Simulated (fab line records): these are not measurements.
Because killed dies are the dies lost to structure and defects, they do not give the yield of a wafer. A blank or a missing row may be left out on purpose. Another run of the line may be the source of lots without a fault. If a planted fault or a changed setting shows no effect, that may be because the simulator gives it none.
What tool caused it? | flow berkeley-cmos170 | 42 wafers from 14 lots sampled at 4 of the route's 331 steps

## WHAT THE GAUGES SHOWED, per wafer
UCB170_SCREENOX_THK_MEAS_02.
lot  | measured    | on            | SCREENOX_OXIDE_THK (nm)
L654 | day 5 03:23 | film-metro-04 | 14.51 14.35 14.39
L657 | day 6 13:31 | film-metro-03 | 14.31 14.62 14.21
L658 | day 6 13:32 | film-metro-02 | 14.28 14.30 14.40
L660 | day 6 17:56 | film-metro-02 | 14.67 14.78 14.38
L661 | day 6 17:57 | film-metro-04 | 14.72 14.86 14.59
L662 | day 7 08:32 | film-metro-02 | 14.61 14.55 14.51
L666 | day 7 18:57 | film-metro-04 | 14.56 14.69 14.30
L669 | day 8 11:45 | film-metro-04 | 13.99 14.03 13.90
L674 | day 8 23:47 | film-metro-04 | 14.78 14.73 14.80
L670 | day 8 23:49 | film-metro-03 | 14.46 14.63 14.42
L671 | day 8 23:49 | film-metro-02 | 14.57 14.62 14.38
L672 | day 8 23:49 | film-metro-04 | 14.46 14.51 14.42
L676 | day 9 21:02 | film-metro-03 | 15.00 15.09 15.22
L677 | day 9 21:04 | film-metro-04 | 14.05 14.29 14.12

UCB170_SPACER_THK_MEAS_01.
lot  | measured     | on            | SPACER_TEOS_THK (nm)
L654 | day 6 01:11  | film-metro-01 | 368 378 369
L657 | day 7 17:34  | film-metro-03 | 372 366 379
L658 | day 7 17:34  | film-metro-02 | 371 376 381
L660 | day 8 02:37  | film-metro-01 | 374 369 380
L661 | day 8 02:24  | film-metro-03 | 370 379 386
L662 | day 8 09:40  | film-metro-01 | 417 387 430
L666 | day 9 01:01  | film-metro-03 | 415 380 420
L669 | day 9 10:08  | film-metro-01 | 375 376 383
L674 | day 10 07:44 | film-metro-01 | 379 384 380
L670 | day 10 07:55 | film-metro-03 | 384 387 391
L671 | day 10 05:11 | film-metro-02 | 377 379 379
L672 | day 10 05:11 | film-metro-03 | 377 368 374
L676 | day 10 23:43 | film-metro-01 | 381 376 382
L677 | day 10 23:26 | film-metro-01 | 384 388 379

## EACH LOT AND THE TOOL THAT RAN IT (in order: tool; ch and the chambers of the sampled wafers; start)
lot  | UCB170_GATE_STRIP_16                 | UCB170_SPACER_CVD_00
L654 | plasma-asher-03 ch 0,1, day 5 20:40  | pecvd-02 ch 0,1,2, day 6 01:08
L657 | plasma-asher-02 ch 0,1, day 7 12:35  | pecvd-02 ch 0,2, day 7 17:31
L658 | plasma-asher-03 ch 0,1, day 7 12:43  | pecvd-01 ch 0,1, day 7 17:31
L660 | plasma-asher-03 ch 0,1, day 7 21:43  | pecvd-01 ch 0,1, day 8 02:34
L661 | plasma-asher-01 ch 0,1, day 7 21:29  | pecvd-02 ch 0,1,2, day 8 02:20
L662 | plasma-asher-02 ch 0,1, day 8 04:22  | pecvd-02 ch 0,1, day 8 09:37
L666 | plasma-asher-02 ch 0,1, day 8 20:38  | pecvd-02 ch 0,1, day 9 00:58
L669 | plasma-asher-03 ch 0,1, day 9 05:07  | pecvd-04 ch 0,1,2, day 9 10:05
L674 | plasma-asher-01 ch 0,1, day 9 21:36  | pecvd-01 ch 0,2, day 10 07:40
L670 | plasma-asher-03 ch 0,1, day 9 21:46  | pecvd-04 ch 1,2, day 10 07:51
L671 | plasma-asher-03 ch 0, day 9 21:33    | pecvd-04 ch 1,2, day 10 05:05
L672 | plasma-asher-02 ch 0,1, day 9 21:27  | pecvd-01 ch 0,1,2, day 10 05:05
L676 | plasma-asher-02 ch 0,1, day 10 18:49 | pecvd-01 ch 0,1,2, day 10 23:40
L677 | plasma-asher-01 ch 0,1, day 10 18:19 | pecvd-04 ch 0,1,2, day 10 23:23
- UCB170_GATE_STRIP_16: strips in O2.
- UCB170_SPACER_CVD_00: deposits SiO2 from TEOS/O2, target thk 376 nm, time 47 s.

## WHAT THE TOOLS THEMSELVES READ (means of the sampled wafers that have a number; where no wafer has one, the mark that the record gives instead)
UCB170_GATE_STRIP_16.
lot  | tool            | drypump-motor-current-A (A) | oes-product-au (a.u.)
L654 | plasma-asher-03 | 6.1                         | 0.726
L657 | plasma-asher-02 | 5.6                         | 0.723
L658 | plasma-asher-03 | 6.1                         | 0.721
L660 | plasma-asher-03 | 6.1                         | 0.720
L661 | plasma-asher-01 | 5.5                         | 0.720
L662 | plasma-asher-02 | 5.2                         | 0.724
L666 | plasma-asher-02 | 5.2                         | 0.724
L669 | plasma-asher-03 | 6.2                         | 0.727
L674 | plasma-asher-01 | 5.2                         | 0.724
L670 | plasma-asher-03 | 6.1                         | 0.726
L671 | plasma-asher-03 | 6.0                         | 0.725
L672 | plasma-asher-02 | 5.6                         | 0.724
L676 | plasma-asher-02 | 5.6                         | 0.724
L677 | plasma-asher-01 | 5.2                         | 0.721

UCB170_SPACER_CVD_00.
lot  | tool     | heater-power-w (W) | pressure-mtorr (mTorr)
L654 | pecvd-02 | 263                | 9005
L657 | pecvd-02 | 222                | 9018
L658 | pecvd-01 | 285                | 8987
L660 | pecvd-01 | 311                | 8997
L661 | pecvd-02 | 236                | 8981
L662 | pecvd-02 | 232                | 8990
L666 | pecvd-02 | 246                | 9019
L669 | pecvd-04 | 255                | 8989
L674 | pecvd-01 | 322                | 8993
L670 | pecvd-04 | 258                | 9036
L671 | pecvd-04 | 296                | 9033
L672 | pecvd-01 | 320                | 8995
L676 | pecvd-01 | 303                | 9002
L677 | pecvd-04 | 263                | 9007

## THE ANSWER, worked out from the rows above alone
Rule: what is usual is taken from the lots themselves. The widest of any qualifying gaps counts: lots, ordered by their means at a reading, are off when they make up no more than a third of the lots, leave a main group of 4 or more, and stand apart from it by 3 or more times the standard deviation of that group's means. If all means in a main group match to the digits the tables above print for the reading, that group is not used. Also off: a lot with no number at a reading for which 4 or more lots have one. All remaining lots with rows at the step are treated as sound. First the gauges in route order, then the tools' own readings, where a lot's mean is used as printed above. At the first step where some lot is off, the reading lying furthest off is the one used; lots without a number count as furthest.
Off: at UCB170_SPACER_THK_MEAS_01 (SPACER_TEOS_THK), L662, L666. Main group: mean 378 nm, sd 4.5.
A tool fits if, at a process step before that reading, it ran every lot that is off, and no sound lot after the first of them. The gauges at UCB170_SPACER_THK_MEAS_01 are tried like those tools. One fits: pecvd-02 at UCB170_SPACER_CVD_00. Its last sound lot is L661 (day 8 02:20), its first lot that is off L662 (day 8 09:37): a fault that began between those two fits.

## WHAT THE SIMULATOR PUT IN
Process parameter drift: pecvd-02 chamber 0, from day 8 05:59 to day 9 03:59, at UCB170_SPACER_CVD_00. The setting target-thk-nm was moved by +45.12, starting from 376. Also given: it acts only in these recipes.
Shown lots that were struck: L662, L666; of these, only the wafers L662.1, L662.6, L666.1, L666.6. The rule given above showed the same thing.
